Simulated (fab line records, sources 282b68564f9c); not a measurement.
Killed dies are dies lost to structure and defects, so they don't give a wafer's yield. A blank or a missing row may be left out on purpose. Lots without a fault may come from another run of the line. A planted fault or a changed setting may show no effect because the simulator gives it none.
One fault seen from 2 desks | flow rit_cmos | each desk has only its own numbers; what lay behind them comes last

THE TOOL OWNER'S DESK: litho_track-02
The tool's own readings at RIT_ACTIVE_DEVELOP_10 (develop time 50 s): means of the sampled wafers that have a number, for each lot that ran on this tool. A lot is out of limits, marked OUT, if its mean lies more than 4 standard deviations from the usual mean; the brackets give that distance.
Columns: A = chill_plate_temp_C at RIT_ACTIVE_DEVELOP_10, usual 22.99 C
lot  | first seen here | A
L963 | day 2 06:00     | 22.89
L967 | day 3 01:00     | 22.95
L970 | day 3 16:00     | 23.02
L972 | day 4 02:00     | 22.92
L974 | day 4 12:00     | 22.95
L976 | day 4 22:00     | 23.10
L977 | day 5 03:00     | 23.00
This desk's finding: nothing out of limits on any of the 7 lots.

THE METROLOGY DESK
What the gauges read, lot by lot, whatever tool the lot ran on: means of the sampled wafers that have a number. A lot is out of limits, marked OUT, if its mean lies more than 4 standard deviations from the usual mean; the brackets give that distance.
Columns: A = cd_nm at RIT_ACTIVE_CD_MEAS_11, usual 1400.4 nm
lot  | first seen here | A
L960 | day 1 14:37     | 1397.6
L962 | day 2 01:49     | 1400.0
L963 | day 2 06:11     | 1400.8
L964 | day 2 10:35     | 1401.8
L966 | day 2 21:12     | 1397.9
L967 | day 3 01:37     | 1402.5
L968 | day 3 07:39     | 1399.1
L969 | day 3 12:32     | 1403.3
L970 | day 3 16:26     | 1399.1
L972 | day 4 02:28     | 1402.5
L974 | day 4 12:36     | 1444.0 (+19) OUT
L975 | day 4 17:26     | 1401.5
L976 | day 4 22:30     | 1438.2 (+16) OUT
L977 | day 5 03:34     | 1445.1 (+19) OUT
L983 | day 6 11:19     | 1401.5
This desk's finding: out of limits on L974, L976, L977; first on L974, day 4 12:36 (cd_nm at RIT_ACTIVE_CD_MEAS_11). In limits: L960, L962, L963, L964, L966, L967, L968, L969, L970, L972, L975, L983.

PUT TOGETHER
The metrology desk could have raised an alarm at day 4 12:36, on L974, L976, L977.
The tool owner's desk saw nothing out of limits.
The tool owner's desk has L974, L976, L977 on record, within its limits.
Of the lots named, all ran RIT_ACTIVE_DEVELOP_10 on litho_track-02.

WHAT THE SIMULATOR HAD PUT IN
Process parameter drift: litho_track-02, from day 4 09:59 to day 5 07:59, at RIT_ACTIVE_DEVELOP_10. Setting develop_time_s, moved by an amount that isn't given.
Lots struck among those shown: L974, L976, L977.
Hours from the fault's start to each desk's first reading out of limits: the metrology desk, 3.
